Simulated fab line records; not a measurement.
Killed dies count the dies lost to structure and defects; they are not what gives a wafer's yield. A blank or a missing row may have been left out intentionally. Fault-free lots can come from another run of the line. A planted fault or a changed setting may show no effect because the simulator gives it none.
Matching of chambers / flow berkeleyCmos170 / rieSi-02 running UCB170_GATE_ETCH_15: 4 sister chambers
The step etches poly-Si in HBr/Cl2, stops on SiO2, time 56.3 s, target depth 278.2 nm. 7 wafers are shown with their chamber, then 7 later ones without.

== WAFERS PAIRED WITH THEIR CHAMBERS ==
wafer=L680.5; chamber=0; oesProductAu (a.u.)=0.821
wafer=L687.1; chamber=0; oesProductAu (a.u.)=0.838
wafer=L687.5; chamber=2; oesProductAu (a.u.)=0.824
wafer=L684.1; chamber=1; oesProductAu (a.u.)=0.835
wafer=L684.6; chamber=3; oesProductAu (a.u.)=0.826
wafer=L695.3; chamber=1; oesProductAu (a.u.)=0.826
wafer=L695.4; chamber=3; oesProductAu (a.u.)=0.825

== WAFERS WHOSE CHAMBER IS MISSING ==
wafer=L695.5; oesProductAu (a.u.)=0.825
wafer=L696.3; oesProductAu (a.u.)=0.829
wafer=L696.4; oesProductAu (a.u.)=0.813
wafer=L696.5; oesProductAu (a.u.)=0.823
wafer=L700.2; oesProductAu (a.u.)=0.814
wafer=L700.4; oesProductAu (a.u.)=0.829
wafer=L700.6; oesProductAu (a.u.)=0.833

== WHICH CHAMBER EACH WENT THROUGH ==
wafer=L695.5; from the rows above=can't be placed: 3 or 2 or 0 or 1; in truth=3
wafer=L696.3; from the rows above=can't be placed: 0 or 1 or 3 or 2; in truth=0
wafer=L696.4; from the rows above=can't be placed: 2 or 3 or 0 or 1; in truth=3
wafer=L696.5; from the rows above=can't be placed: 2 or 3 or 0 or 1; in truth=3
wafer=L700.2; from the rows above=can't be placed: 2 or 3 or 0 or 1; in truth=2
wafer=L700.4; from the rows above=can't be placed: 0 or 1 or 3 or 2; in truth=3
wafer=L700.6; from the rows above=can't be placed: 1 or 0 or 3 or 2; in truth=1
Placed correctly: 0 of 7. From these rows, 7 cannot be placed; in 7 the true chamber is one of the candidates. Number placed wrongly: 0.
How it was worked out, from the rows above alone: a wafer's distance from a chamber is the root of the sum, over the readings, of the square of ((its reading less the chamber's mean) divided by the reading's scatter). If the next closest chamber is less than 2 further off than the closest, the wafer can't be placed; otherwise it belongs to the closest. Each chamber's mean is taken over the wafers shown for it. The scatter: take each reading less its chamber's mean, square it, sum over the shown wafers, divide by the number of wafers less the number of chambers, and take the root.
